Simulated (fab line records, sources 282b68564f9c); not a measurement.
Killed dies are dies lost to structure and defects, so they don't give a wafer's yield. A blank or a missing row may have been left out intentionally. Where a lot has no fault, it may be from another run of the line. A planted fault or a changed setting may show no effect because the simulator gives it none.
Struck lot and sound lot, side by side    flow ritCmos    43 out of 202 route steps
Sound: the wafers L119.2, L119.4, L119.6. Wafers L127.2, L127.3, L127.6 were the ones struck. At the end, the cause is stated.
At each step with rows: each side's tool, then ch and its chambers, then its first start. Under that, the readings that differ: sound wafers    struck wafers    difference of the means    sigmas: that difference in standard deviations of wafers without a fault.
alike: words and numbers the same on both sides, and readings whose means are apart by under 2 such deviations; not compared: readings that were withheld, readings missing a value for some wafer, numbers with overlapping values and no deviation given by the record, and bounds like >300 which may hide the same value.
Wherever a step has rows on one side only, a row that says differs or no value, or a row with sigmas, the two part there. When numbers do not overlap yet have no deviation, they are printed without sigmas and do not part them. Lack of a reading on every wafer of one side parts them only where that side has two or more wafers.

first, 3 steps without rows for these wafers: RIT_REOX_CLEAN_01 (cleans in dHF, time 30 s); RIT_REOX_CLEAN_02 (cleans in SC2, time 600 s); RIT_REOX_OXIDATION_03 (target thk 25.2 nm, ox time 5580 s).
RIT_REOX_THK_MEAS_04:
  sound on filmMetro-04, day 3 02:09; struck on filmMetro-02, day 4 18:17
reading              sound           struck          difference  sigmas
REOX_OXIDE_THK (nm)  26.4 26.6 26.0  25.4 24.7 25.3  -1.2        -2
then, 6 steps without rows for these wafers: RIT_NLDD_HMDS_00 (prime time 60 s); RIT_NLDD_COAT_01 (resist thk 1000 nm); RIT_NLDD_SOFTBAKE_02 (time 60 s); RIT_NLDD_EXPOSE_03 (exposes mask M7, target cd 40700 nm); RIT_NLDD_PEB_04; RIT_NLDD_DEVELOP_05 (develop time 50 s).
RIT_NLDD_OVL_MEAS_06:
  sound on overlay-01, day 3 03:11; struck on overlay-01, day 4 19:11
  alike: NLDD_OVL
then, 1 step without rows for these wafers: RIT_NLDD_HARDBAKE_07 (time 60 s).
RIT_NLDD_IMPLANT_08:
  sound on implanter-02 ch 0, day 3 03:23; struck on implanter-02 ch 0, day 4 19:28
reading                   sound              struck             difference  sigmas
implantIonAmu             31 31 31           11 11 11           -20         
tiltDeg (degrees)         7.021 7.005 6.997  6.950 6.959 6.959  -0.052      -3
model.implant.rpNm (nm)   26.83 26.83 26.83  64.91 64.91 64.91  +38.08      
model.implant.drpNm (nm)  12.97 12.97 12.97  28.34 28.34 28.34  +15.37      
RIT_NLDD_STRIP_09: strips in O2, time 180 s.
  sound on plasmaAsher-01 ch 0,1, day 3 03:31; struck on plasmaAsher-01 ch 0,1, day 4 19:35
  alike: drypumpMotorCurrentA
  not compared: rfHoursCounterH
RIT_NLDD_TW_MEAS_10:
  sound on filmMetro-01, day 3 03:42; struck on filmMetro-01, day 4 19:46
reading  sound           struck          difference  sigmas
NLDD_TW  2492 2495 2499  1327 1329 1328  -1167       -56
then, 6 steps without rows for these wafers: RIT_PLDD_HMDS_00 (prime time 60 s); RIT_PLDD_COAT_01 (resist thk 1000 nm); RIT_PLDD_SOFTBAKE_02 (time 60 s); RIT_PLDD_EXPOSE_03 (exposes mask M8, target cd 40900 nm); RIT_PLDD_PEB_04; RIT_PLDD_DEVELOP_05 (develop time 50 s).
RIT_PLDD_OVL_MEAS_06:
  sound on overlay-01, day 3 04:37; struck on overlay-01, day 4 20:41
  alike: PLDD_OVL
then, 2 steps without rows for these wafers: RIT_PLDD_HARDBAKE_07 (time 60 s); RIT_PLDD_IMPLANT_08.
RIT_PLDD_STRIP_09: strips in O2, time 180 s.
  sound on plasmaAsher-01 ch 0,1, day 3 04:56; struck on plasmaAsher-01 ch 0,1, day 4 21:01
  alike: drypumpMotorCurrentA
  not compared: rfHoursCounterH
RIT_PLDD_TW_MEAS_10:
  sound on filmMetro-01, day 3 05:07; struck on filmMetro-01, day 4 21:11
  alike: PLDD_TW
then, 4 steps without rows for these wafers: RIT_SPACER_CLEAN_00 (cleans in SC1, time 600 s); RIT_SPACER_CLEAN_01 (cleans in dHF, time 30 s); RIT_SPACER_CLEAN_02 (cleans in SC2, time 600 s); RIT_SPACER_CVD_03 (deposits Si3N4 from SiH2Cl2/NH3, target thk 250 nm, time 3300 s).
RIT_SPACER_THK_MEAS_04:
  sound on filmMetro-01, day 3 07:28; struck on filmMetro-04, day 4 23:32
  alike: SPACER_NITRIDE_THK
RIT_SPACER_ETCHBACK_05: etches Si3N4 in SF6/CHF3, stops on SiO2, target depth 250 nm, time 240 s.
  sound on rieDiel-04 ch 0,1,2, day 3 07:31; struck on rieDiel-01 ch 0,1,3, day 4 23:35
  alike: drypumpMotorCurrentA, oesProductAu, throttleValvePct
  not compared: rfHoursCounterH
then, 6 steps without rows for these wafers: RIT_NSD_HMDS_00 (prime time 60 s); RIT_NSD_COAT_01 (resist thk 1000 nm); RIT_NSD_SOFTBAKE_02 (time 60 s); RIT_NSD_EXPOSE_03 (exposes mask M9, target cd 40700 nm); RIT_NSD_PEB_04; RIT_NSD_DEVELOP_05 (develop time 50 s).
RIT_NSD_OVL_MEAS_06:
  sound on overlay-01, day 3 08:39; struck on overlay-01, day 5 00:35
  alike: NSD_OVL
then, 2 steps without rows for these wafers: RIT_NSD_HARDBAKE_07 (time 60 s); RIT_NSD_IMPLANT_08.
RIT_NSD_STRIP_09: strips in O2, time 180 s.
  sound on plasmaAsher-03 ch 1, day 3 08:59; struck on plasmaAsher-02 ch 0,1, day 5 00:55
  alike: drypumpMotorCurrentA
  not compared: rfHoursCounterH
RIT_SDANNEAL_RS_MEAS_07: measures by four-point-probe.
  sound on filmMetro-01, day 3 11:35; struck on filmMetro-04, day 5 03:52
reading           sound              struck          difference  sigmas
NLDD_RS (ohm/sq)  151.1 151.7 151.2  81.8 81.6 81.5  -69.7       -99 or more

== WHERE THEY PART ==
Last at RIT_SDANNEAL_RS_MEAS_07 as far as this record goes, first at RIT_REOX_THK_MEAS_04.

WHY: whatever the simulator had introduced
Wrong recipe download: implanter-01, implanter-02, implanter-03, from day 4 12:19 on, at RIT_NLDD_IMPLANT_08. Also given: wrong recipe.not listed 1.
